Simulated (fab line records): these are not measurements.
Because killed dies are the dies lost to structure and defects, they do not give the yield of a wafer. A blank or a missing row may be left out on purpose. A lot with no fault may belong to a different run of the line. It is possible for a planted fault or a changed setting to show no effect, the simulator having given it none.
fab line records / flow berkeleyCmos170
[record] lots = 5 wafers = 23
route steps=331 shown M3@321
startH: hours from the record's opening day to when the first of the lot's shown wafers began / waitH: time in hours since the lot's previous step / " same as the row above / L1.1+2: several wafers, shown together as one row / - either no value or no given start / * or withheld: withheld / < > ~ a bound
route shown NAME@n: a module of which the file shows steps, and the number in the route of the first / usual: mean/standard deviation taken from wafers without a fault / same: alike in all rows / chamber/n: place in a boat / sites: per-site readings / _std_site: standard deviation across them / _edge_site: inner sites' mean taken away from outer sites' mean / radiusMm: for every site, how far away it sits from the centre of the wafer / mask NAME#n: copy n / behind: the most recent tool/chamber to have shaped the wafer / hold: what put the lot on hold/how long, in hours/how the hold closed / device: whichever transistor did not switch (one of n, p or np) / end of line: at the end of the route, the tests of the same wafers / a step given without rows: its recipe and nothing more / killed: at the first sort, the dies lost to defects and structure; wafer yield is something else / map: the dies of a wafer, with x for killed, . for not killed, _ for no die there
set.NAME: the setting as run; set.NAME@STEP: as run at that earlier step / model.NAME: the simulator's own value behind a step, which no gauge read
lots whose settings were changed on purpose; a table a step, a row a wafer
[[steps]]
[step UCB170_M3_EXPOSE_12]
[recipe] maskId = METAL3 targetCdNm = 700 na = 0.5 sigmaOuter = 0.6 sourceShape = conventional doseMj = 26
lot.wafer=L077.1+2+4 tool=krfScanner-01 chamber=0 startH=188.67 waitH=- mask=METAL3#0 set.doseMj=26
lot.wafer=L077.5+6 tool=krfScanner-01 chamber=0 startH=188.67 waitH=- mask=METAL3#0 set.doseMj=27.54
lot.wafer=L081.1+2+6 tool=krfScanner-02 chamber=0 startH=199.98 waitH=- mask=METAL3#0 set.doseMj=26
lot.wafer=L082.1+4+6 tool=krfScanner-02 chamber=0 startH=216.68 waitH=- mask=METAL3#0 set.doseMj=26
lot.wafer=L082.2+5 tool=krfScanner-02 chamber=0 startH=216.68 waitH=- mask=METAL3#0 set.doseMj=26.58
lot.wafer=L085.1+4 tool=krfScanner-02 chamber=0 startH=216.83 waitH=- mask=METAL3#0 set.doseMj=25.18
lot.wafer=L085.2+5+6 tool=krfScanner-02 chamber=0 startH=216.83 waitH=- mask=METAL3#0 set.doseMj=26
lot.wafer=L084.1+3+6 tool=krfScanner-01 chamber=0 startH=218.07 waitH=- mask=METAL3#0 set.doseMj=26
lot.wafer=L084.4+5 tool=krfScanner-01 chamber=0 startH=218.07 waitH=- mask=METAL3#0 set.doseMj=25.39
[step UCB170_M3_PEB_13]
[recipe] pebTempC = 130 pebTimeS = withheld resist = KrF
[step UCB170_M3_DEVELOP_14]
[recipe] developer = TMAH developTimeS = 45 resist = KrF devTempC = 21
[step UCB170_M3_CD_MEAS_15]
[recipe] targetCdNm = 700
[usual] cdNm = 700.2/1.7
lot.wafer=L077.1 tool=cdSem-01 chamber=- startH=189.54 waitH=- set.doseMj@M3_EXPOSE_12=26 cdNm=698.8
lot.wafer=L077.2 tool=cdSem-01 chamber=- startH=189.54 waitH=- set.doseMj@M3_EXPOSE_12=26 cdNm=697.7
lot.wafer=L077.4 tool=cdSem-01 chamber=- startH=189.54 waitH=- set.doseMj@M3_EXPOSE_12=26 cdNm=698.1
lot.wafer=L077.5 tool=cdSem-01 chamber=- startH=189.54 waitH=- set.doseMj@M3_EXPOSE_12=27.54 cdNm=688.0
lot.wafer=L077.6 tool=cdSem-01 chamber=- startH=189.54 waitH=- set.doseMj@M3_EXPOSE_12=27.54 cdNm=688.6
lot.wafer=L081.1 tool=cdSem-01 chamber=- startH=200.98 waitH=- set.doseMj@M3_EXPOSE_12=26 cdNm=701.9
lot.wafer=L081.2 tool=cdSem-01 chamber=- startH=200.98 waitH=- set.doseMj@M3_EXPOSE_12=26 cdNm=702.2
lot.wafer=L081.6 tool=cdSem-01 chamber=- startH=200.98 waitH=- set.doseMj@M3_EXPOSE_12=26 cdNm=701.3
lot.wafer=L082.1 tool=cdSem-01 chamber=- startH=217.55 waitH=- set.doseMj@M3_EXPOSE_12=26 cdNm=703.5
lot.wafer=L082.2 tool=cdSem-01 chamber=- startH=217.55 waitH=- set.doseMj@M3_EXPOSE_12=26.58 cdNm=698.4
lot.wafer=L082.4 tool=cdSem-01 chamber=- startH=217.55 waitH=- set.doseMj@M3_EXPOSE_12=26 cdNm=702.0
lot.wafer=L082.5 tool=cdSem-01 chamber=- startH=217.55 waitH=- set.doseMj@M3_EXPOSE_12=26.58 cdNm=698.3
lot.wafer=L082.6 tool=cdSem-01 chamber=- startH=217.55 waitH=- set.doseMj@M3_EXPOSE_12=26 cdNm=703.0
lot.wafer=L085.1 tool=cdSem-02 chamber=- startH=217.83 waitH=- set.doseMj@M3_EXPOSE_12=25.18 cdNm=707.5
lot.wafer=L085.2 tool=cdSem-02 chamber=- startH=217.83 waitH=- set.doseMj@M3_EXPOSE_12=26 cdNm=701.0
lot.wafer=L085.4 tool=cdSem-02 chamber=- startH=217.83 waitH=- set.doseMj@M3_EXPOSE_12=25.18 cdNm=707.7
lot.wafer=L085.5 tool=cdSem-02 chamber=- startH=217.83 waitH=- set.doseMj@M3_EXPOSE_12=26 cdNm=702.0
lot.wafer=L085.6 tool=cdSem-02 chamber=- startH=217.83 waitH=- set.doseMj@M3_EXPOSE_12=26 cdNm=701.0
lot.wafer=L084.1 tool=cdSem-01 chamber=- startH=219.00 waitH=- set.doseMj@M3_EXPOSE_12=26 cdNm=700.8
lot.wafer=L084.3 tool=cdSem-01 chamber=- startH=219.00 waitH=- set.doseMj@M3_EXPOSE_12=26 cdNm=700.8
lot.wafer=L084.4 tool=cdSem-01 chamber=- startH=219.00 waitH=- set.doseMj@M3_EXPOSE_12=25.39 cdNm=705.0
lot.wafer=L084.5 tool=cdSem-01 chamber=- startH=219.00 waitH=- set.doseMj@M3_EXPOSE_12=25.39 cdNm=704.2
lot.wafer=L084.6 tool=cdSem-01 chamber=- startH=219.00 waitH=- set.doseMj@M3_EXPOSE_12=26 cdNm=700.0
[step UCB170_M3_ETCH_17]
[recipe] chemistry = N2/H2 targetDepthA = withheld overetchA = withheld target = BARC timeS = withheld sourceW = 500 biasW = 100 pressureMtorr = 30 n2FlowSccm = 100 h2FlowSccm = 200
lot.wafer=L077.1 tool=rieDiel-02 chamber=3 startH=189.70 waitH=0.0 set.doseMj@M3_EXPOSE_12=26 model.M3.cdNm=697.2
lot.wafer=L077.2 tool=rieDiel-02 chamber=0 startH=189.70 waitH=0.0 set.doseMj@M3_EXPOSE_12=26 model.M3.cdNm=698.3
lot.wafer=L077.4 tool=rieDiel-02 chamber=2 startH=189.70 waitH=0.0 set.doseMj@M3_EXPOSE_12=26 model.M3.cdNm=696.4
lot.wafer=L077.5 tool=rieDiel-02 chamber=1 startH=189.70 waitH=0.0 set.doseMj@M3_EXPOSE_12=27.54 model.M3.cdNm=689.2
lot.wafer=L077.6 tool=rieDiel-02 chamber=0 startH=189.70 waitH=0.0 set.doseMj@M3_EXPOSE_12=27.54 model.M3.cdNm=688.6
lot.wafer=L081.1 tool=rieDiel-01 chamber=1 startH=201.14 waitH=0.0 set.doseMj@M3_EXPOSE_12=26 model.M3.cdNm=701.9
lot.wafer=L081.2 tool=rieDiel-01 chamber=0 startH=201.14 waitH=0.0 set.doseMj@M3_EXPOSE_12=26 model.M3.cdNm=702.8
lot.wafer=L081.6 tool=rieDiel-01 chamber=1 startH=201.14 waitH=0.0 set.doseMj@M3_EXPOSE_12=26 model.M3.cdNm=701
lot.wafer=L082.1 tool=rieDiel-04 chamber=1 startH=217.71 waitH=0.0 set.doseMj@M3_EXPOSE_12=26 model.M3.cdNm=703.4
lot.wafer=L082.2 tool=rieDiel-04 chamber=3 startH=217.71 waitH=0.0 set.doseMj@M3_EXPOSE_12=26.58 model.M3.cdNm=700.2
lot.wafer=L082.4 tool=rieDiel-04 chamber=0 startH=217.71 waitH=0.0 set.doseMj@M3_EXPOSE_12=26 model.M3.cdNm=702.2
lot.wafer=L082.5 tool=rieDiel-04 chamber=3 startH=217.71 waitH=0.0 set.doseMj@M3_EXPOSE_12=26.58 model.M3.cdNm=700.4
lot.wafer=L082.6 tool=rieDiel-04 chamber=0 startH=217.71 waitH=0.0 set.doseMj@M3_EXPOSE_12=26 model.M3.cdNm=703.6
lot.wafer=L085.1 tool=rieDiel-02 chamber=1 startH=218.02 waitH=0.0 set.doseMj@M3_EXPOSE_12=25.18 model.M3.cdNm=707.1
lot.wafer=L085.2 tool=rieDiel-02 chamber=3 startH=218.02 waitH=0.0 set.doseMj@M3_EXPOSE_12=26 model.M3.cdNm=700.4
lot.wafer=L085.4 tool=rieDiel-02 chamber=0 startH=218.02 waitH=0.0 set.doseMj@M3_EXPOSE_12=25.18 model.M3.cdNm=708.8
lot.wafer=L085.5 tool=rieDiel-02 chamber=3 startH=218.02 waitH=0.0 set.doseMj@M3_EXPOSE_12=26 model.M3.cdNm=701
lot.wafer=L085.6 tool=rieDiel-02 chamber=2 startH=218.02 waitH=0.0 set.doseMj@M3_EXPOSE_12=26 model.M3.cdNm=700.3
lot.wafer=L084.1 tool=rieDiel-04 chamber=0 startH=219.16 waitH=0.0 set.doseMj@M3_EXPOSE_12=26 model.M3.cdNm=701.3
lot.wafer=L084.3 tool=rieDiel-04 chamber=1 startH=219.16 waitH=0.0 set.doseMj@M3_EXPOSE_12=26 model.M3.cdNm=700.7
lot.wafer=L084.4 tool=rieDiel-04 chamber=3 startH=219.16 waitH=0.0 set.doseMj@M3_EXPOSE_12=25.39 model.M3.cdNm=706.2
lot.wafer=L084.5 tool=rieDiel-04 chamber=1 startH=219.16 waitH=0.0 set.doseMj@M3_EXPOSE_12=25.39 model.M3.cdNm=704.2
lot.wafer=L084.6 tool=rieDiel-04 chamber=0 startH=219.16 waitH=0.0 set.doseMj@M3_EXPOSE_12=26 model.M3.cdNm=700.5
[step UCB170_M3_METAL_ETCH_18]
[recipe] chemistry = Cl2/BCl3 target = Al stopOn = SiO2 pressureMtorr = 12 targetDepthA = 11700 overEtchFrac = 0.3113 timeS = 195 icpW = 600 biasW = 120 Cl2_flow_sccm = 90 bcl3FlowSccm = 45
[usual] oesProductAu = 0.858/0.012
lot.wafer=L077.1 tool=rieMetal-04 chamber=0 startH=189.74 waitH=- set.leaveAboveRefNm@V2_CMP_02=1000 set.timeS@M3_SPUTTER_01=105.9 oesProductAu=0.807 model.SiO2_of_V2_CVD_00.thkNm=-
lot.wafer=L077.2 tool=rieMetal-04 chamber=1 startH=189.74 waitH=- set.leaveAboveRefNm@V2_CMP_02=1000 set.timeS@M3_SPUTTER_01=105.9 oesProductAu=0.821 model.SiO2_of_V2_CVD_00.thkNm=-
lot.wafer=L077.4 tool=rieMetal-04 chamber=0 startH=189.74 waitH=- set.leaveAboveRefNm@V2_CMP_02=1000 set.timeS@M3_SPUTTER_01=120 oesProductAu=0.854 model.SiO2_of_V2_CVD_00.thkNm=940.1
lot.wafer=L077.5 tool=rieMetal-04 chamber=0 startH=189.74 waitH=- set.leaveAboveRefNm@V2_CMP_02=1000 set.timeS@M3_SPUTTER_01=120 oesProductAu=0.857 model.SiO2_of_V2_CVD_00.thkNm=940.9
lot.wafer=L077.6 tool=rieMetal-04 chamber=1 startH=189.74 waitH=- set.leaveAboveRefNm@V2_CMP_02=1000 set.timeS@M3_SPUTTER_01=120 oesProductAu=0.870 model.SiO2_of_V2_CVD_00.thkNm=939.3
lot.wafer=L081.1 tool=rieMetal-01 chamber=0 startH=201.20 waitH=- set.leaveAboveRefNm@V2_CMP_02=1000 set.timeS@M3_SPUTTER_01=120 oesProductAu=0.846 model.SiO2_of_V2_CVD_00.thkNm=937.6
lot.wafer=L081.2 tool=rieMetal-01 chamber=1 startH=201.20 waitH=- set.leaveAboveRefNm@V2_CMP_02=1000 set.timeS@M3_SPUTTER_01=120 oesProductAu=0.874 model.SiO2_of_V2_CVD_00.thkNm=933.6
lot.wafer=L081.6 tool=rieMetal-01 chamber=1 startH=201.20 waitH=- set.leaveAboveRefNm@V2_CMP_02=1000 set.timeS@M3_SPUTTER_01=120 oesProductAu=0.862 model.SiO2_of_V2_CVD_00.thkNm=935
lot.wafer=L082.1 tool=rieMetal-04 chamber=1 startH=217.75 waitH=- set.leaveAboveRefNm@V2_CMP_02=1000 set.timeS@M3_SPUTTER_01=120 oesProductAu=0.853 model.SiO2_of_V2_CVD_00.thkNm=937.6
lot.wafer=L082.2 tool=rieMetal-04 chamber=0 startH=217.75 waitH=- set.leaveAboveRefNm@V2_CMP_02=1000 set.timeS@M3_SPUTTER_01=120 oesProductAu=0.869 model.SiO2_of_V2_CVD_00.thkNm=938.7
lot.wafer=L082.4 tool=rieMetal-04 chamber=0 startH=217.75 waitH=- set.leaveAboveRefNm@V2_CMP_02=1054 set.timeS@M3_SPUTTER_01=120 oesProductAu=0.861 model.SiO2_of_V2_CVD_00.thkNm=991.5
lot.wafer=L082.5 tool=rieMetal-04 chamber=0 startH=217.75 waitH=- set.leaveAboveRefNm@V2_CMP_02=1054 set.timeS@M3_SPUTTER_01=120 oesProductAu=0.864 model.SiO2_of_V2_CVD_00.thkNm=992.8
lot.wafer=L082.6 tool=rieMetal-04 chamber=1 startH=217.75 waitH=- set.leaveAboveRefNm@V2_CMP_02=1054 set.timeS@M3_SPUTTER_01=120 oesProductAu=0.865 model.SiO2_of_V2_CVD_00.thkNm=989.1
lot.wafer=L085.1 tool=rieMetal-02 chamber=1 startH=218.06 waitH=- set.leaveAboveRefNm@V2_CMP_02=932.3 set.timeS@M3_SPUTTER_01=120 oesProductAu=0.868 model.SiO2_of_V2_CVD_00.thkNm=867.2
lot.wafer=L085.2 tool=rieMetal-02 chamber=0 startH=218.06 waitH=- set.leaveAboveRefNm@V2_CMP_02=1000 set.timeS@M3_SPUTTER_01=114.1 oesProductAu=0.808 model.SiO2_of_V2_CVD_00.thkNm=937.9
lot.wafer=L085.4 tool=rieMetal-02 chamber=1 startH=218.06 waitH=- set.leaveAboveRefNm@V2_CMP_02=1000 set.timeS@M3_SPUTTER_01=120 oesProductAu=0.853 model.SiO2_of_V2_CVD_00.thkNm=932.3
lot.wafer=L085.5 tool=rieMetal-02 chamber=1 startH=218.06 waitH=- set.leaveAboveRefNm@V2_CMP_02=1000 set.timeS@M3_SPUTTER_01=120 oesProductAu=0.851 model.SiO2_of_V2_CVD_00.thkNm=934.3
lot.wafer=L085.6 tool=rieMetal-02 chamber=0 startH=218.06 waitH=- set.leaveAboveRefNm@V2_CMP_02=932.3 set.timeS@M3_SPUTTER_01=114.1 oesProductAu=0.803 model.SiO2_of_V2_CVD_00.thkNm=-
lot.wafer=L084.1 tool=rieMetal-04 chamber=0 startH=219.20 waitH=- set.leaveAboveRefNm@V2_CMP_02=1000 set.timeS@M3_SPUTTER_01=120 oesProductAu=0.869 model.SiO2_of_V2_CVD_00.thkNm=942.2
lot.wafer=L084.3 tool=rieMetal-04 chamber=0 startH=219.20 waitH=- set.leaveAboveRefNm@V2_CMP_02=934.5 set.timeS@M3_SPUTTER_01=120 oesProductAu=0.854 model.SiO2_of_V2_CVD_00.thkNm=875.6
lot.wafer=L084.4 tool=rieMetal-04 chamber=1 startH=219.20 waitH=- set.leaveAboveRefNm@V2_CMP_02=1000 set.timeS@M3_SPUTTER_01=120 oesProductAu=0.859 model.SiO2_of_V2_CVD_00.thkNm=937.6
lot.wafer=L084.5 tool=rieMetal-04 chamber=0 startH=219.20 waitH=- set.leaveAboveRefNm@V2_CMP_02=934.5 set.timeS@M3_SPUTTER_01=133.9 oesProductAu=0.922 model.SiO2_of_V2_CVD_00.thkNm=-
lot.wafer=L084.6 tool=rieMetal-04 chamber=1 startH=219.20 waitH=- set.leaveAboveRefNm@V2_CMP_02=934.5 set.timeS@M3_SPUTTER_01=133.9 oesProductAu=0.922 model.SiO2_of_V2_CVD_00.thkNm=-
[[key]]
[split] step = UCB170_M3_EXPOSE_12 setting = doseMj stated = 26 by = wafer
[response] step = UCB170_M3_CD_MEAS_15 reading = cdNm change = -1.77 per = 1% r = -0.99
[response] step = UCB170_M3_ETCH_17 reading = model.M3.cdNm change = -1.61 per = 1% r = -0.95
split outsideThisFile step=UCB170_V2_CMP_02 setting=leaveAboveRefNm
split outsideThisFile step=UCB170_M3_SPUTTER_01 setting=timeS
// split outsideThisFile: this setting was split too, and the file shows its column; the key of that split is in another file
